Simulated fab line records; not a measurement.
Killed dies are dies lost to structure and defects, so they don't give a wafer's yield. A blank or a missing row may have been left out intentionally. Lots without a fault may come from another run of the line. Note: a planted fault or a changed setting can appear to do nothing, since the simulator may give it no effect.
Which of the tools did it?	flow berkeley cmos170	14 lots, 42 wafers sampled, at 6 steps of a route of 331

WHAT THE GAUGES READ, wafer by wafer
UCB170_GATE_CD_MEAS_12: the cd target is 350 nm. Usual: cd nm at 350.2 nm, with a standard deviation of 1.5.
lot	measured	on	cd nm (nm)	flag
L215	day 5 23:20	cd sem-01	348.2 348.4 348.2	
L214	day 5 23:04	cd sem-01	352.9 351.5 352.6	
L212	day 5 23:14	cd sem-02	349.9 351.6 350.5	
L217	day 6 20:16	cd sem-01	349.5 347.8 350.1	
L220	day 7 05:47	cd sem-01	350.1 349.7 349.0	
L219	day 7 06:01	cd sem-02	349.5 349.0 349.8	
L223	day 7 17:06	cd sem-01	347.2 345.7 347.1	
L221	day 7 17:23	cd sem-01	349.6 349.8 350.1	
L222	day 7 17:13	cd sem-02	351.3 351.5 350.5	
L226	day 9 00:36	cd sem-02	352.2 351.0 351.3	
L227	day 9 06:54	cd sem-01	350.3 348.9 348.9	
L230	day 9 12:13	cd sem-02	350.7 350.9 349.9	
L232	day 10 05:22	cd sem-01	349.9 348.8 348.2	
L235	day 10 23:22	cd sem-02	351.0 350.6 350.7	

UCB170_SILICIDE_RS_MEAS_02: uses a four-point probe to measure. Usual: for SILICIDE_TI_RS the level is 26.18 ohm/sq and the standard deviation is 0.25.
lot	measured	on	SILICIDE_TI_RS (ohm/sq)	flag
L215	day 6 16:08	film metro-03	25.97 26.16 26.13	
L214	day 6 14:28	film metro-04	26.09 26.09 26.01	
L212	day 6 15:29	film metro-01	25.99 26.16 26.34	
L217	day 7 13:22	film metro-03	25.49 25.93 26.02	
L220	day 7 21:37	film metro-04	26.22 26.28 26.27	
L219	day 7 22:05	film metro-04	26.22 26.54 26.23	
L223	day 8 13:06	film metro-01	11.87 11.85 11.90	OFF
L221	day 8 12:31	film metro-01	25.99 26.15 26.26	
L222	day 8 12:29	film metro-04	26.02 26.56 26.26	
L226	day 9 17:22	film metro-01	26.11 26.15 26.15	
L227	day 9 21:39	film metro-03	26.24 26.13 26.28	
L230	day 10 05:04	film metro-01	11.66 11.75 11.76	OFF
L232	day 10 21:41	film metro-01	26.09 26.17 26.17	
L235	day 11 14:13	film metro-03	26.62 26.35 26.20	

UCB170_SILICIDE_THK_MEAS_03: measures by xrf. Usual: for SILICIDE_TI_THK the level is 29.78 nm and the standard deviation is 0.29.
lot	measured	on	SILICIDE_TI_THK (nm)	flag
L215	day 6 16:16	film metro-03	30.02 29.79 29.82	
L214	day 6 14:35	film metro-04	29.61 29.47 29.73	
L212	day 6 15:35	film metro-01	30.16 30.06 29.74	
L217	day 7 13:28	film metro-03	30.60 30.09 29.90	
L220	day 7 21:43	film metro-04	29.70 29.68 29.67	
L219	day 7 22:11	film metro-04	29.49 29.33 29.56	
L223	day 8 13:13	film metro-01	59.14 59.36 58.91	OFF
L221	day 8 12:37	film metro-01	29.96 30.04 29.69	
L222	day 8 12:36	film metro-04	29.64 29.23 29.52	
L226	day 9 17:28	film metro-01	30.04 29.86 30.01	
L227	day 9 21:46	film metro-03	29.64 29.94 29.65	
L230	day 10 05:11	film metro-01	60.29 60.08 59.93	OFF
L232	day 10 21:48	film metro-01	29.88 29.70 29.78	
L235	day 11 14:20	film metro-03	29.37 29.61 29.76	

UCB170_CONTACT_CD_MEAS_15: the cd target is 700 nm. Usual: cd nm at 699.7 nm, with a standard deviation of 1.3.
lot	measured	on	cd nm (nm)	flag
L215	day 6 22:36	cd sem-01	701.0 701.5 700.4	
L214	day 6 19:09	cd sem-01	699.3 698.9 698.8	
L212	day 6 23:10	cd sem-02	697.4 697.8 699.9	
L217	day 7 19:50	cd sem-01	699.6 701.5 700.1	
L220	day 8 01:32	cd sem-01	700.7 701.1 700.6	
L219	day 8 02:13	cd sem-01	701.8 702.0 702.2	
L223	day 8 18:23	cd sem-01	697.9 699.3 698.1	
L221	day 8 18:00	cd sem-02	698.6 697.4 697.9	
L222	day 8 18:34	cd sem-01	699.9 701.4 699.2	
L226	day 9 22:11	cd sem-02	698.9 700.0 700.9	
L227	day 10 01:50	cd sem-02	699.4 699.3 698.5	
L230	day 10 11:22	cd sem-01	698.4 698.5 696.7	
L232	day 11 03:35	cd sem-02	700.6 702.9 702.5	
L235	day 11 18:21	cd sem-02	698.3 700.8 700.3	

TOOL THAT RAN EACH LOT (tool first, then ch and the chambers of the sampled wafers, then the start)
lot	UCB170_PVT_STRIP_08	UCB170_SILICIDE_SPUTTER_01
L215	plasma asher-02 ch 0,1, day 5 13:50	pvd sputter-03, day 6 16:07
L214	plasma asher-02 ch 0,1, day 5 14:05	pvd sputter-02, day 6 14:23
L212	plasma asher-04 ch 0,1, day 5 14:08	pvd sputter-02, day 6 15:26
L217	plasma asher-02 ch 0,1, day 6 05:28	pvd sputter-04, day 7 13:18
L220	plasma asher-04 ch 0,1, day 6 21:17	pvd sputter-03, day 7 21:34
L219	plasma asher-01 ch 0, day 6 21:52	pvd sputter-04, day 7 22:02
L223	plasma asher-04 ch 0,1, day 7 05:44	pvd sputter-03, day 8 12:51
L221	plasma asher-01 ch 0,1, day 7 05:59	pvd sputter-02, day 8 12:27
L222	plasma asher-04 ch 0,1, day 7 06:00	pvd sputter-04, day 8 12:27
L226	plasma asher-02 ch 0,1, day 8 14:20	pvd sputter-04, day 9 17:17
L227	plasma asher-02 ch 0,1, day 8 19:29	pvd sputter-03, day 9 21:37
L230	plasma asher-02 ch 0,1, day 9 00:13	pvd sputter-04, day 10 04:41
L232	plasma asher-04 ch 0,1, day 9 20:06	pvd sputter-04, day 10 21:39
L235	plasma asher-01 ch 0,1, day 10 11:16	pvd sputter-04, day 11 14:11
- UCB170_PVT_STRIP_08: strips in O2.
- UCB170_SILICIDE_SPUTTER_01: material Ti, target thk 30 nm, time 25 s.

WHAT THE TOOLS THEMSELVES READ (means of the sampled wafers that have a number; where no wafer has one, the mark that the record gives instead)
UCB170_PVT_STRIP_08. Usual: drypump motor current A 5.6 A, standard deviation 0.59; oes product au 0.734 a.u., standard deviation 0.0043; strip time to endpoint s 21.67 s, standard deviation 0.069.
lot	tool	drypump motor current A (A)	oes product au (a.u.)	strip time to endpoint s (s)	flag
L215	plasma asher-02	6.0	0.732	21.57	
L214	plasma asher-02	6.0	0.736	21.68	
L212	plasma asher-04	5.4	0.734	21.56	
L217	plasma asher-02	6.4	0.732	21.58	
L220	plasma asher-04	5.5	0.738	21.74	
L219	plasma asher-01	5.4	0.731	21.66	
L223	plasma asher-04	5.4	0.728	21.72	
L221	plasma asher-01	5.1	0.732	21.65	
L222	plasma asher-04	5.4	0.736	21.71	
L226	plasma asher-02	6.4	0.737	21.74	
L227	plasma asher-02	6.4	0.731	21.59	
L230	plasma asher-02	6.4	0.734	21.61	
L232	plasma asher-04	5.5	0.731	21.62	
L235	plasma asher-01	5.0	0.732	21.73	

UCB170_SILICIDE_SPUTTER_01. Usual: throttle valve pct at 29.9 %, with a standard deviation of 1.3.
lot	tool	throttle valve pct (%)	flag
L215	pvd sputter-03	30.8	
L214	pvd sputter-02	28.1	
L212	pvd sputter-02	30.0	
L217	pvd sputter-04	28.9	
L220	pvd sputter-03	31.5	
L219	pvd sputter-04	28.8	
L223	pvd sputter-03	31.2	
L221	pvd sputter-02	30.7	
L222	pvd sputter-04	28.8	
L226	pvd sputter-04	29.9	
L227	pvd sputter-03	30.3	
L230	pvd sputter-04	29.6	
L232	pvd sputter-04	29.5	
L235	pvd sputter-04	29.7	

THE ANSWER, worked out from the rows above alone
Rule: take the mean of a lot's wafers that have a number; if it is more than 3 standard deviations from the usual mean, the lot is off. Also off: a lot with no number at a reading for which 4 or more lots have one. Any other lot the step has rows for is counted as sound. First the gauges in route order, then the tools' own readings, where a lot's mean is used as printed above. At the first step where some lot is off, the reading lying furthest off is the one used; lots without a number count as furthest.
Off: at UCB170_SILICIDE_RS_MEAS_02 (SILICIDE_TI_RS), L223, L230.
A tool fits if, at a process step before that reading, it ran every lot that is off, and no sound lot after the first of them. Gauges at UCB170_SILICIDE_RS_MEAS_02: tried the same way as those tools. No candidate that was tried fits.

WHAT THE SIMULATOR HAD PUT IN
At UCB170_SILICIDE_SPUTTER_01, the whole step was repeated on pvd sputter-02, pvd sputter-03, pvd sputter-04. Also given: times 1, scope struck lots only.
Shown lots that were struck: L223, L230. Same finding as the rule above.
